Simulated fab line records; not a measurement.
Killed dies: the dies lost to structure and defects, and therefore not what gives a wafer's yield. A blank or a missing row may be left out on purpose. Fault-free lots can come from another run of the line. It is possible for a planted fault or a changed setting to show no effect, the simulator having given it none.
The tool behind it: which one?	flow berkeleyCmos170	15 lots, 45 wafers sampled, at 3 steps of a route of 331

## WHAT THE GAUGES READ, wafer by wafer
UCB170_M1_OVL_MEAS_10.
lot	measured	on	M1_OVL (nm)
L232	day 6 21:31	overlay-02	6 8 6
L233	day 7 15:03	overlay-01	3 -4 -3
L234	day 7 21:41	overlay-01	8 0 -6
L239	day 8 08:55	overlay-02	5 0 5
L236	day 8 10:52	overlay-01	8 0 2
L242	day 8 19:57	overlay-02	6 1 9
L240	day 8 21:28	overlay-02	4 3 10
L237	day 8 23:07	overlay-02	3 4 -6
L246	day 9 23:08	overlay-01	5 6 7
L245	day 10 02:07	overlay-02	1 0 -1
L248	day 10 06:22	overlay-02	2 -2 6
L251	day 11 03:40	overlay-02	5 1 0
L252	day 11 07:34	overlay-02	3 -1 3
L253	day 11 10:04	overlay-01	-10 3 -1
L255	day 11 20:11	overlay-01	-1 14 -2

UCB170_V2_BOW_MEAS_03.
lot	measured	on	V2_BOW (um)
L232	day 7 09:17	filmMetro-01	39 33 41
L233	day 7 23:52	filmMetro-01	36 39 22
L234	day 8 11:29	filmMetro-01	41 35 33
L239	day 8 20:13	filmMetro-01	21 45 33
L236	day 8 22:56	filmMetro-02	49 36 33
L242	day 9 10:34	filmMetro-02	38 28 40
L240	day 9 10:05	filmMetro-02	41 44 46
L237	day 9 11:11	filmMetro-01	28 41 38
L246	day 10 11:50	filmMetro-03	40 48 47
L245	day 10 11:33	filmMetro-02	33 32 31
L248	day 10 16:28	filmMetro-01	39 44 36
L251	day 11 13:49	filmMetro-01	36 30 42
L252	day 11 17:54	filmMetro-02	42 37 31
L253	day 11 19:46	filmMetro-02	37 37 40
L255	day 12 05:12	filmMetro-02	41 52 41

## WHAT TOOL EACH LOT RAN ON (gives the tool, then ch and the chambers of the sampled wafers, and finally the start)
lot	UCB170_M2_STRIP_07
L232	plasmaAsher-03 ch 1, day 7 06:31
L233	plasmaAsher-04 ch 0,1, day 7 21:20
L234	plasmaAsher-03 ch 0,1, day 8 07:50
L239	plasmaAsher-02 ch 0,1, day 8 16:38
L236	plasmaAsher-03 ch 1, day 8 17:23
L242	plasmaAsher-04 ch 0,1, day 9 05:54
L240	plasmaAsher-03 ch 0,1, day 9 05:54
L237	plasmaAsher-02 ch 0,1, day 9 08:03
L246	plasmaAsher-03 ch 0,1, day 10 08:41
L245	plasmaAsher-04 ch 1, day 10 08:25
L248	plasmaAsher-03 ch 0,1, day 10 13:43
L251	plasmaAsher-03 ch 0,1, day 11 11:34
L252	plasmaAsher-03 ch 0, day 11 15:16
L253	plasmaAsher-04 ch 0,1, day 11 17:22
L255	plasmaAsher-04 ch 0,1, day 12 02:50
- UCB170_M2_STRIP_07: strips in O2.

## AS READ BY THE TOOLS THEMSELVES (means over the sampled wafers that have a number; for cases with no such wafer, the mark the record gives instead)
UCB170_M2_STRIP_07.
lot	tool	drypumpMotorCurrentA (A)	oesProductAu (a.u.)	stripTimeToEndpointS (s)
L232	plasmaAsher-03	5.9	0.735	21.85
L233	plasmaAsher-04	5.3	0.737	22.02
L234	plasmaAsher-03	5.6	0.736	21.94
L239	plasmaAsher-02	5.9	0.740	21.91
L236	plasmaAsher-03	5.9	0.732	22.06
L242	plasmaAsher-04	5.4	0.734	22.04
L240	plasmaAsher-03	5.4	0.728	22.03
L237	plasmaAsher-02	5.9	0.733	22.05
L246	plasmaAsher-03	5.6	0.736	22.00
L245	plasmaAsher-04	5.4	0.739	22.02
L248	plasmaAsher-03	5.6	0.728	22.08
L251	plasmaAsher-03	5.6	0.737	22.01
L252	plasmaAsher-03	5.1	0.733	21.94
L253	plasmaAsher-04	5.4	0.738	22.01
L255	plasmaAsher-04	5.4	0.730	21.97

## THE ANSWER, worked out from the rows above alone
Rule: the usual values come from the lots themselves. The widest of any qualifying gaps counts: lots, ordered by their means at a reading, are off when they make up no more than a third of the lots, leave a main group of 4 or more, and stand apart from it by 3 or more times the standard deviation of that group's means. A main group whose means are all the same, to the digits that the tables above print for the reading, isn't used. A lot without any number at a reading at which 4 lots or more have one is off too. Any other lot the step has rows for is counted as sound. First the gauges in route order, then the tools' own readings, where a lot's mean is used as printed above. The first step at which some lot is off is used, and at that step the reading that is off furthest; a lot without a number counts as furthest.
Nothing can be told from this: no lot is off at any reading shown.

## WHAT THE SIMULATOR PUT IN
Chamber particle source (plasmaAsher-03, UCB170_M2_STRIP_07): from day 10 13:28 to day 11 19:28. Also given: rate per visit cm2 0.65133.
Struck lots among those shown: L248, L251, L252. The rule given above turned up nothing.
